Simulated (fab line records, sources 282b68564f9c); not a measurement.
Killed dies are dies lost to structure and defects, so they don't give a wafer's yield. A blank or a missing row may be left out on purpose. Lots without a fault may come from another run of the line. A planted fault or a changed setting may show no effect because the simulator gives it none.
fab line records | flow rit_cmos
record lots=14 wafers=42 last_day=7
route steps=202 shown PLDD@123 M1@202
lots that met no fault: from a run of the same line without faults
start_h: hours from the record's first day to the start of the lot's first wafer shown | wait_h: hours since the lot's step before | " the same as in the row above | L1.1+2: a row that stands for several wafers | - no value, or no start given | * or withheld: withheld | < > ~ a bound
route shown NAME@n: a module of which the file shows steps, and the number in the route of the first | usual: mean/standard deviation of fault-free wafers | same: alike in all rows | chamber/n: place in a boat | sites: the reading at each site | _std_site: their standard deviation | _edge_site: outer sites' mean less inner sites' | radius_mm: how far each site lies from the wafer's centre | mask NAME#n: copy n | behind: the tool/chamber that last shaped the wafer | hold: why the lot was held/for how many hours/how that ended | device: the transistor (n, p or np) that didn't switch | end of line: the same wafers' tests at the end of the route | a step without rows: its recipe alone | killed: dies lost to structure and defects at the first sort, not the wafer's yield | map: a wafer's dies, x killed, . not, _ none there
set.NAME: the setting as run; set.NAME@STEP: as run at that earlier step | model.NAME: the simulator's own value behind a step, which no gauge read
steps of the route over a sample of lots; a table a step, a row a wafer
services: from which hour (start_h, from the record's first day; less than 0 if before it) a tool's chamber was out of use, for how many hours, and why
## steps
# step RIT_PLDD_STRIP_09
# recipe chemistry=O2 time_s=180 resist=NOVOLAK platen_temp_c=withheld power_w=500 pressure_mtorr=4000 o2_flow_sccm=4000
# usual drypump_motor_current_A=6.1/0.47 o2_flow_sccm=3999/11
# columns lot.wafer tool chamber start_h wait_h drypump_motor_current_A o2_flow_sccm rf_hours_counter_h
L724.3 plasma_asher-04 1 48.95 0.1 5.3 4017 -
L724.5 " 1 " " 5.3 4012 -
L724.6 " 0 " " 5.7 3999 -
L726.2 plasma_asher-01 1 58.83 0.1 5.9 4007 42
L726.3 " 0 " " 6.7 3999 -
L726.6 " 0 " " 6.6 3985 -
L727.1 plasma_asher-01 1 65.38 0.1 5.9 4011 43
L727.3 " 1 " " 5.9 4019 -
L727.6 " 0 " " 6.6 4011 -
L728.2 plasma_asher-01 0 72.52 0.1 6.7 3979 44
L728.3 " 0 " " 6.6 3985 -
L728.4 " 1 " " 5.9 3997 -
L731.3 plasma_asher-02 0 79.30 0.1 6.6 4014 -
L731.4 " 1 " " 5.9 3987 -
L731.6 " 1 " " 5.9 4009 -
L732.1 plasma_asher-01 0 83.81 0.1 6.7 3995 45
L732.2 " 1 " " 5.9 4007 45
L732.5 " 0 " " 6.7 3998 -
L733.2 plasma_asher-02 1 90.20 0.1 5.9 4002 46
L733.4 " 0 " " 6.6 3995 -
L733.6 " 0 " " 6.6 3995 -
L734.3 plasma_asher-04 0 97.33 0.1 5.7 3974 -
L734.4 " 1 " " 5.3 4008 -
L734.5 " 1 " " 5.3 4000 -
L739.2 plasma_asher-04 0 119.38 0.1 5.7 3986 34
L739.3 " 0 " " 5.7 4011 -
L739.5 " 1 " " 5.3 3999 -
L740.2 plasma_asher-02 1 124.31 0.1 5.9 1989 50
L740.5 " 1 " " 5.9 1995 -
L740.6 " 0 " " 6.7 3992 -
L743.1 plasma_asher-02 1 138.83 0.1 5.9 2007 52
L743.3 " 1 " " 5.9 2005 -
L743.6 " 1 " " 5.8 2022 -
L744.2 plasma_asher-01 1 144.15 0.1 5.9 3992 3
L744.5 " 0 " " 6.6 3998 -
L744.6 " 1 " " 5.9 3984 -
L746.1 plasma_asher-04 0 154.76 0.1 5.7 3997 37
L746.4 " 1 " " 5.3 3989 -
L746.6 " 0 " " 5.7 3998 -
L747.1 plasma_asher-01 0 158.74 0.1 6.6 3999 4
L747.2 " 1 " " 5.9 3997 4
L747.6 " 1 " " 5.9 3988 -
# step RIT_M1_PROBE_99
# usual killed_at_M0_to_M3=0.0/0.2 killed_at_contacts=0.2/0.38 killed_at_front_end=6.7/3 killed_dies=6.9/3 killed_open=3.5/1.9 killed_short=3.3/2
# same gross_dies=264 killed_at_M4_up=0 killed_at_back_side=0 killed_at_other=0
# columns lot.wafer tool chamber start_h wait_h killed_at_M0_to_M3 killed_at_contacts killed_at_front_end killed_dies killed_open killed_short
L727.1 prober-02 - 79.33 0.1 0 0 6 6 3 3
L727.3 prober-02 - 79.43 0.2 0 0 9 9 8 1
L727.6 prober-02 - 79.58 0.2 0 0 8 8 4 4
L740.2 prober-01 - 138.72 0.1 0 0 4 4 3 1
L740.5 prober-01 - 138.87 0.2 0 0 6 6 3 3
L740.6 prober-01 - 138.92 0.2 0 0 7 7 4 3
L743.1 prober-02 - 152.57 0.1 0 0 3 3 2 1
L743.3 prober-02 - 152.67 0.2 0 1 9 10 6 4
L743.6 prober-02 - 152.82 0.2 0 0 7 7 4 3
L744.2 prober-01 - 158.72 0.1 0 1 3 4 2 2
L744.5 prober-01 - 158.87 0.2 0 0 10 10 6 4
L744.6 prober-01 - 158.92 0.2 0 0 6 6 2 4
L746.1 prober-01 - 168.75 0.1 0 1 8 9 4 4
L746.4 prober-01 - 168.90 0.2 0 0 4 4 2 2
L746.6 prober-01 - 169.00 0.2 0 1 3 4 1 3
# killed by level:class
L727.1 REOX:geometric_particle:open=2 FOX2:geometric_particle:short=1 GATE:geometric_particle:open=1 GATE:geometric_particle:short=1 REOX:geometric_particle:short=1
L727.3 REOX:geometric_particle:open=5 GATE:geometric_particle:open=2 FOX2:geometric_particle:open=1 GATE:geometric_particle:short=1
L727.6 REOX:geometric_particle:open=4 REOX:geometric_particle:short=2 FOX1:geometric_particle:short=1 GATE:geometric_particle:short=1
L740.2 ACTIVE:geometric_particle:short=1 FOX2:geometric_particle:open=1 GATE:geometric_particle:open=1 SILICIDE:geometric_particle:open=1
L740.5 GATE:geometric_particle:short=2 REOX:geometric_particle:open=2 FOX1:geometric_particle:short=1 SPACER:geometric_particle:open=1
L740.6 GATE:geometric_particle:open=3 GATE:geometric_particle:short=3 SILICIDE:geometric_particle:open=1
L743.1 FOX1:geometric_particle:open=2 SILICIDE:geometric_particle:short=1
L743.3 SILICIDE:geometric_particle:open=3 GATE:geometric_particle:short=1 GATE:geometric_particle:open=1 REOX:geometric_particle:short=1 REOX:geometric_particle:open=1 SPACER:geometric_particle:open=1 SILICIDE:geometric_particle:short=1 CONTACT:geometric_particle:short=1
L743.6 GATE:geometric_particle:open=2 SILICIDE:geometric_particle:open=2 GATE:geometric_particle:short=1 SPACER:geometric_particle:short=1 SILICIDE:geometric_particle:short=1
L744.2 FOX1:geometric_particle:open=2 FOX1:geometric_particle:short=1 CONTACT:geometric_particle:short=1
L744.5 GATE:geometric_particle:open=4 FOX2:geometric_particle:short=2 FOX2:geometric_particle:open=1 REOX:geometric_particle:short=1 SPACER:geometric_particle:open=1 SPACER:geometric_particle:short=1
L744.6 SPACER:geometric_particle:short=2 FOX1:geometric_particle:short=1 GATE:geometric_particle:open=1 REOX:geometric_particle:short=1 SPACER:geometric_particle:open=1
L746.1 FOX1:geometric_particle:short=2 SPACER:geometric_particle:open=2 GATE:geometric_particle:open=1 GATE:geometric_particle:short=1 SILICIDE:geometric_particle:short=1 SILICIDE:geometric_particle:open=1 CONTACT:coat_microbubble_printed=1
L746.4 GATE:geometric_particle:open=1 SPACER:geometric_particle:open=1 SPACER:geometric_particle:short=1 SILICIDE:geometric_particle:short=1
L746.6 FOX1:geometric_particle:short=2 REOX:geometric_particle:open=1 CONTACT:geometric_particle:short=1
## services
# columns tool chamber start_h hours kind
plasma_asher-04 - 56.96 2.5 repair
plasma_asher-01 - 108.75 9.0 pm
plasma_asher-01 0 108.75 9.0 vent_cycle
plasma_asher-01 1 108.75 9.0 vent_cycle
plasma_asher-01 0 117.75 - clean
plasma_asher-01 1 117.75 - clean
## key
first_sign step=RIT_PLDD_STRIP_09 reading=o2_flow_sccm direction=down sigmas=99+ usual=3999 struck=2004
effect none on later readings
met_at RIT_PLDD_STRIP_09
struck_lots L740,L743
struck_wafers L740.2,L740.5,L743.1,L743.3,L743.6
tester_left_out L740,L743
onset_between 90.20 124.31
fault kind=process_parameter_drift tool=plasma_asher-02 chamber=1 onset_h=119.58 steps=RIT_PLDD_STRIP_09 channel=o2_flow_sccm offset=-2000 shape=step end_h=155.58 acts_in=these_recipes_only stated=4000
# tester_left_out: of these lots the tester's yield and bins aren't shown, on N5 and GAA mostly nor the transistor test; their killed dies are dies lost to structure and defects alone, not to doping, threshold or leakage, so they don't give the yield
